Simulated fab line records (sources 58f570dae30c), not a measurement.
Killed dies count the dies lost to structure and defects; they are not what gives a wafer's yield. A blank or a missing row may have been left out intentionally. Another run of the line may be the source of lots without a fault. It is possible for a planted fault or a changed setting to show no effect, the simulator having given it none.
Which tool was responsible?	flow berkeley_cmos170	Sampling: 15 lots, 45 wafers, 3 of 331 route steps

## WHAT THE GAUGES READ, wafer by wafer
UCB170_M3_OVL_MEAS_16. Usual: M3_OVL gives 1 nm (standard deviation 5.6).
lot	measured	on	M3_OVL (nm)	flag
L705	day 8 19:58	overlay-01	5 5 3	
L706	day 8 20:26	overlay-02	2 4 -5	
L710	day 10 01:38	overlay-01	4 7 9	
L708	day 10 02:34	overlay-02	-6 -8 -4	
L707	day 10 03:15	overlay-02	9 9 2	
L716	day 11 10:13	overlay-02	- - -	OFF
L714	day 11 10:44	overlay-02	- - -	OFF
L717	day 11 13:23	overlay-02	- - -	OFF
L721	day 12 01:22	overlay-01	-4 1 -2	
L720	day 12 02:37	overlay-02	1 5 -7	
L722	day 12 17:17	overlay-01	10 3 4	
L725	day 12 20:19	overlay-02	4 1 4	
L727	day 13 16:01	overlay-02	9 -3 1	
L724	day 13 16:13	overlay-02	5 10 6	
L728	day 14 03:23	overlay-02	3 -7 -1	

## WHAT TOOL EACH LOT RAN ON (gives the tool, then ch and the chambers of the sampled wafers, and finally the start)
lot	UCB170_V2_CMP_02	UCB170_M3_DEVELOP_14
L705	cmp-01 ch 0,2,3, day 8 15:15	litho_track-03 ch 0, day 8 19:00
L706	cmp-02 ch 1,3, day 8 15:22	litho_track-01 ch 0, day 8 20:00
L710	cmp-01 ch 0,1,3, day 9 19:40	litho_track-01 ch 0, day 10 01:00
L708	cmp-02 ch 0,2,3, day 9 20:40	litho_track-02 ch 0, day 10 02:00
L707	cmp-02 ch 0,1,3, day 9 21:13	litho_track-01 ch 0, day 10 03:00
L716	cmp-01 ch 0,1,3, day 11 05:20	litho_track-01, day 11 09:00
L714	cmp-02 ch 0,1,2, day 11 05:40	litho_track-02, day 11 10:00
L717	cmp-01 ch 0,1, day 11 08:40	litho_track-03, day 11 13:00
L721	cmp-02 ch 0,1,3, day 11 20:43	litho_track-01 ch 0, day 12 01:00
L720	cmp-01 ch 0,1,3, day 11 22:01	litho_track-03 ch 0, day 12 02:00
L722	cmp-02 ch 1,2,3, day 12 12:34	litho_track-01 ch 0, day 12 17:00
L725	cmp-02 ch 1,2, day 12 15:38	litho_track-03 ch 0, day 12 20:00
L727	cmp-01 ch 0,1,3, day 13 11:43	litho_track-01 ch 0, day 13 15:00
L724	cmp-02 ch 0,1,2, day 13 11:53	litho_track-03 ch 0, day 13 15:00
L728	cmp-01 ch 0,1,3, day 13 21:00	litho_track-01 ch 0, day 14 03:00
- UCB170_V2_CMP_02: polishes SiO2.
- UCB170_M3_DEVELOP_14: develop time 45 s.

## AS READ BY THE TOOLS THEMSELVES (means over the sampled wafers that have a number; for cases with no such wafer, the mark the record gives instead)
UCB170_V2_CMP_02. Usual: head_pressure_psi 6.002 psi, standard deviation 0.012; motor_current_A 15.9 A, standard deviation 1.7.
lot	tool	head_pressure_psi (psi)	motor_current_A (A)	flag
L705	cmp-01	6.001	16.2	
L706	cmp-02	5.988	16.4	
L710	cmp-01	5.996	15.8	
L708	cmp-02	5.996	17.3	
L707	cmp-02	6.006	16.5	
L716	cmp-01	6.002	15.8	
L714	cmp-02	6.011	15.8	
L717	cmp-01	5.989	16.4	
L721	cmp-02	6.004	16.8	
L720	cmp-01	6.009	15.8	
L722	cmp-02	6.005	16.4	
L725	cmp-02	5.985	16.3	
L727	cmp-01	5.992	15.9	
L724	cmp-02	5.998	15.2	
L728	cmp-01	6.003	15.8	

UCB170_M3_DEVELOP_14. Usual: chill_plate_temp_C 23.00 C, standard deviation 0.1; developer_temp_C 20.99 C, standard deviation 0.11; exhaust_pa 44.9 Pa, standard deviation 0.89.
lot	tool	chill_plate_temp_C (C)	developer_temp_C (C)	exhaust_pa (Pa)	flag
L705	litho_track-03	22.85	21.02	45.2	
L706	litho_track-01	22.96	21.02	45.1	
L710	litho_track-01	22.91	21.05	43.9	
L708	litho_track-02	23.04	21.11	45.1	
L707	litho_track-01	23.04	21.01	45.0	
L716	litho_track-01	-	-	-	OFF
L714	litho_track-02	-	-	-	OFF
L717	litho_track-03	-	-	-	OFF
L721	litho_track-01	23.04	20.86	44.6	
L720	litho_track-03	22.97	20.93	44.9	
L722	litho_track-01	22.92	20.88	44.6	
L725	litho_track-03	23.22	20.90	45.8	
L727	litho_track-01	22.90	21.06	45.9	
L724	litho_track-03	23.02	21.10	45.6	
L728	litho_track-01	22.85	20.97	45.2	

## THE ANSWER, worked out from the rows above alone
Rule: take the mean of a lot's wafers that have a number; if it is more than 3 standard deviations from the usual mean, the lot is off. Also off: a lot with no number at a reading for which 4 or more lots have one. Where the step has rows for the other lots, those lots are counted as sound. First the gauges in route order, then the tools' own readings, where a lot's mean is used as printed above. The first step at which some lot is off is used, and at that step the reading that is off furthest; a lot without a number counts as furthest.
Off: L716, L714, L717, seen at UCB170_M3_OVL_MEAS_16 (M3_OVL). Without a number there: L716, L714, L717.
If a tool, at a process step before that reading, ran all the lots that are off and no sound lot after the first of them, it fits. The gauges at UCB170_M3_OVL_MEAS_16 aren't tried: what is off there is off at UCB170_M3_DEVELOP_14 too, on other tools, and a gauge's error can't cause that. None of those tried fits.

## WHAT HAD BEEN PUT IN BY THE SIMULATOR
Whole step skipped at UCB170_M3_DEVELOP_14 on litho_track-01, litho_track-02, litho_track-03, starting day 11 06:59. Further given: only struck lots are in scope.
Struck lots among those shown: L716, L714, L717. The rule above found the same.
